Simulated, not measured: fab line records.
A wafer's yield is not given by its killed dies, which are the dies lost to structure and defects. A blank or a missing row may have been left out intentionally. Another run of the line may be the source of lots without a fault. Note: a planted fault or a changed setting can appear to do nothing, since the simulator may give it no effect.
Which tool was responsible? ; flow ritCmos ; 14 lots with 42 wafers sampled at 2 steps, on a route of 202 steps

## WHAT THE GAUGES READ, wafer by wafer
RIT_CONTACT_CD_MEAS_08 targets a cd of 1000 nm.
lot;measured;on;cdNm (nm)
L533;day 3 09:59;cdSem-01;996.4 996.2 998.6
L535;day 3 23:36;cdSem-02;1001.7 1001.1 1000.3
L536;day 4 03:57;cdSem-01;1001.6 1003.1 1000.3
L537;day 4 08:51;cdSem-01;996.1 998.0 996.5
L539;day 4 14:40;cdSem-02;998.9 996.3 999.4
L540;day 4 16:44;cdSem-02;996.3 998.8 997.8
L542;day 5 05:05;cdSem-02;984.1 986.9 986.5
L543;day 5 06:34;cdSem-02;989.0 987.9 987.0
L546;day 5 22:17;cdSem-01;998.3 998.2 998.7
L550;day 6 17:41;cdSem-01;998.3 1002.3 998.6
L552;day 7 02:28;cdSem-02;1001.0 999.1 1002.3
L553;day 7 08:09;cdSem-01;998.2 999.6 997.8
L555;day 7 17:32;cdSem-01;1002.0 1002.3 1002.8
L556;day 7 22:26;cdSem-01;999.6 1000.3 1002.8

## WHICH TOOL RAN EACH LOT (tool, then ch and the chambers of the sampled wafers, then the start)
lot;RIT_CONTACT_EXPOSE_05
L533;ilineStepper-01 ch 0, day 3 09:25
L535;ilineStepper-02 ch 0, day 3 22:57
L536;ilineStepper-02 ch 0, day 4 03:26
L537;ilineStepper-01 ch 0, day 4 08:20
L539;ilineStepper-01 ch 0, day 4 14:08
L540;ilineStepper-02 ch 0, day 4 16:13
L542;ilineStepper-02 ch 0, day 5 04:34
L543;ilineStepper-02 ch 0, day 5 06:02
L546;ilineStepper-01 ch 0, day 5 21:46
L550;ilineStepper-01 ch 0, day 6 17:10
L552;ilineStepper-01 ch 0, day 7 01:58
L553;ilineStepper-01 ch 0, day 7 07:38
L555;ilineStepper-01 ch 0, day 7 16:55
L556;ilineStepper-01 ch 0, day 7 21:55
- RIT_CONTACT_EXPOSE_05: exposes mask M11, target cd 1000 nm.

## AS READ BY THE TOOLS THEMSELVES (means over the sampled wafers that have a number; for cases with no such wafer, the mark the record gives instead)
RIT_CONTACT_EXPOSE_05.
lot;tool;exposureDoseMJCm2;stageVelMmS (mm/s)
L533;ilineStepper-01;250.17;499.76
L535;ilineStepper-02;249.91;500.29
L536;ilineStepper-02;249.88;499.83
L537;ilineStepper-01;249.87;500.08
L539;ilineStepper-01;249.66;500.02
L540;ilineStepper-02;250.00;500.00
L542;ilineStepper-02;235.31;500.26
L543;ilineStepper-02;238.17;499.95
L546;ilineStepper-01;249.93;499.94
L550;ilineStepper-01;250.32;500.04
L552;ilineStepper-01;249.86;500.10
L553;ilineStepper-01;249.97;499.89
L555;ilineStepper-01;250.09;499.91
L556;ilineStepper-01;249.70;500.12

## THE ANSWER, worked out from the rows above alone
Rule: the lots themselves supply what counts as usual. Put in order of their means at a reading, lots are off if they are a third of the lots or fewer, leave a main group of 4 or more, and stand apart from it by a gap of 3 or more times the standard deviation of the main group's means; of several such gaps the widest counts. A main group whose means are all the same, to the digits that the tables above print for the reading, isn't used. A lot without any number at a reading at which 4 lots or more have one is off too. The other lots that the step has rows for count as sound. Order of review: gauges by route order, followed by the tools' own readings, for which a lot's mean as printed above is used. The first step at which some lot is off is used, and at that step the reading that is off furthest; a lot without a number counts as furthest.
Off, at RIT_CONTACT_CD_MEAS_08 on cdNm: L542, L543. Main group: mean 999.4 nm, sd 1.8.
A tool fits if, at a process step before that reading, it ran every lot that is off, and no sound lot after the first of them. Not tried: the gauges at RIT_CONTACT_CD_MEAS_08; whatever is off there is also off at RIT_CONTACT_EXPOSE_05, on other tools, and gauge error can't account for it. One candidate fits, namely ilineStepper-02 at RIT_CONTACT_EXPOSE_05. Its last sound lot is L540 (day 4 16:13), its first lot that is off L542 (day 5 04:34): a fault that began between those two fits.
The tool's own readings at RIT_CONTACT_EXPOSE_05 bear it out: on the lots that are off they differ by more than 5 times the standard deviation of the sound lots' means. exposureDoseMJCm2 reads 236.74 there against 249.95 on the sound lots.

## WHAT WAS PUT IN BY THE SIMULATOR
Process parameters drifting: ilineStepper-02 at RIT_CONTACT_EXPOSE_05, beginning at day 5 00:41. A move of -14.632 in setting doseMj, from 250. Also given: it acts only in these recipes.
Lots struck among those shown: L542, L543. The rule above found the same.
